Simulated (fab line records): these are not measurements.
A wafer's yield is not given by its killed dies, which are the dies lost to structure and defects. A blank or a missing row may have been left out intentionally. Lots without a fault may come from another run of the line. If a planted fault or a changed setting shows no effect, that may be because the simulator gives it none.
Struck lot and sound lot, side by side / flow rit_cmos / 17 steps out of a route of 202
Sound: wafers L722.4, L722.5, L722.6. The struck wafers were L733.2, L733.3, L733.6. The cause comes at the end.
Order at every step that has rows: each side's tool, ch and its chambers, its first start. Under that, the readings that differ: sound wafers / struck wafers / difference of the means / sigmas: that difference in standard deviations of wafers without a fault.
alike: readings whose means differ by less than 2 such deviations, and words and numbers that are the same on both sides. not compared: withheld readings, readings that some wafer has no value for, bounds like >300 that may hide the same value, and numbers for which the record gives no deviation and whose values overlap.
A row with sigmas, a row that says differs or no value, or rows on one side alone: a step with any of these is where the two part. Numbers that have no deviation but don't overlap get no sigmas and don't part them. A reading missing from all wafers of one side parts the sides only when that side holds two or more wafers.

first, 2 steps without rows for these wafers: RIT_SPACER_CLEAN_02 (cleans in SC2, time 600 s); RIT_SPACER_CVD_03 (deposits Si3N4 from SiH2Cl2/NH3, target thk 250 nm, time 3300 s).
RIT_SPACER_THK_MEAS_04:
  sound on film_metro-04 at day 2 23:07; struck on film_metro-02 at day 5 04:28
reading=SPACER_NITRIDE_THK (nm); sound=248.8 246.2 247.3; struck=254.3 251.2 251.0; difference=+4.7; sigmas=+2
RIT_SPACER_ETCHBACK_05: etches Si3N4 in SF6/CHF3, stops on SiO2, target depth 250 nm, time 230.9 s.
  sound on rie_diel-01 ch 1,2, day 2 23:08; struck on rie_diel-01 ch 0,2,3, day 5 04:31
  alike: drypump_motor_current_A, oes_product_au, throttle_valve_pct
  not compared: rf_hours_counter_h
then, 6 steps without rows for these wafers: RIT_NSD_HMDS_00 (prime time 60 s); RIT_NSD_COAT_01 (resist thk 1000 nm); RIT_NSD_SOFTBAKE_02 (time 60 s); RIT_NSD_EXPOSE_03 (exposes mask M9, target cd 40700 nm); RIT_NSD_PEB_04; RIT_NSD_DEVELOP_05 (develop time 50 s).
RIT_NSD_OVL_MEAS_06:
  sound on overlay-02 at day 3 00:17; struck on overlay-01 at day 5 05:35
  alike: NSD_OVL
then, 1 step without rows for these wafers: RIT_NSD_HARDBAKE_07 (time 60 s).
RIT_NSD_IMPLANT_08:
  sound on implanter-04 ch 0, day 3 00:31; struck on implanter-04 ch 0, day 5 05:47
reading=beam_energy_keV; sound=25.004 25.002 24.998; struck=23.521 23.504 23.508; difference=-1.490; sigmas=-99 or more
reading=model.implant.rp_nm (nm); sound=31.75 31.75 31.75; struck=31.84 31.84 31.84; difference=+0.09; sigmas=
reading=model.implant.drp_nm (nm); sound=14.84 14.84 14.84; struck=14.3 14.3 14.3; difference=-0.5; sigmas=
RIT_NSD_STRIP_09: strips in O2, time 180 s.
  sound on plasma_asher-03 ch 0,1, day 3 00:40; struck on plasma_asher-01 ch 0,1, day 5 05:55
  alike: drypump_motor_current_A, rf_refl_power_W
  not compared: rf_hours_counter_h
RIT_NSD_TW_MEAS_10:
  sound on film_metro-04 at day 3 00:48; struck on film_metro-04 at day 5 06:06
reading=NSD_TW; sound=3118 3092 3108; struck=3041 3057 3043; difference=-59; sigmas=-4
then, 1 step without rows for these wafers: RIT_PSD_HMDS_00 (prime time 60 s).
RIT_M1_PROBE_99:
  sound on prober-01 at day 3 10:56; struck on prober-01 at day 5 15:47
  alike: killed_at_front_end, killed_dies, killed_on_rim, killed_open, killed_short
  not compared: model.etest.contact_nplus.end_ohm_um

WHERE THEY PART
At RIT_SPACER_THK_MEAS_04 first; at RIT_NSD_TW_MEAS_10 last (within this record only). Later steps at which nothing parts them and some readings are alike: RIT_M1_PROBE_99.

WHY: what had been put in by the simulator
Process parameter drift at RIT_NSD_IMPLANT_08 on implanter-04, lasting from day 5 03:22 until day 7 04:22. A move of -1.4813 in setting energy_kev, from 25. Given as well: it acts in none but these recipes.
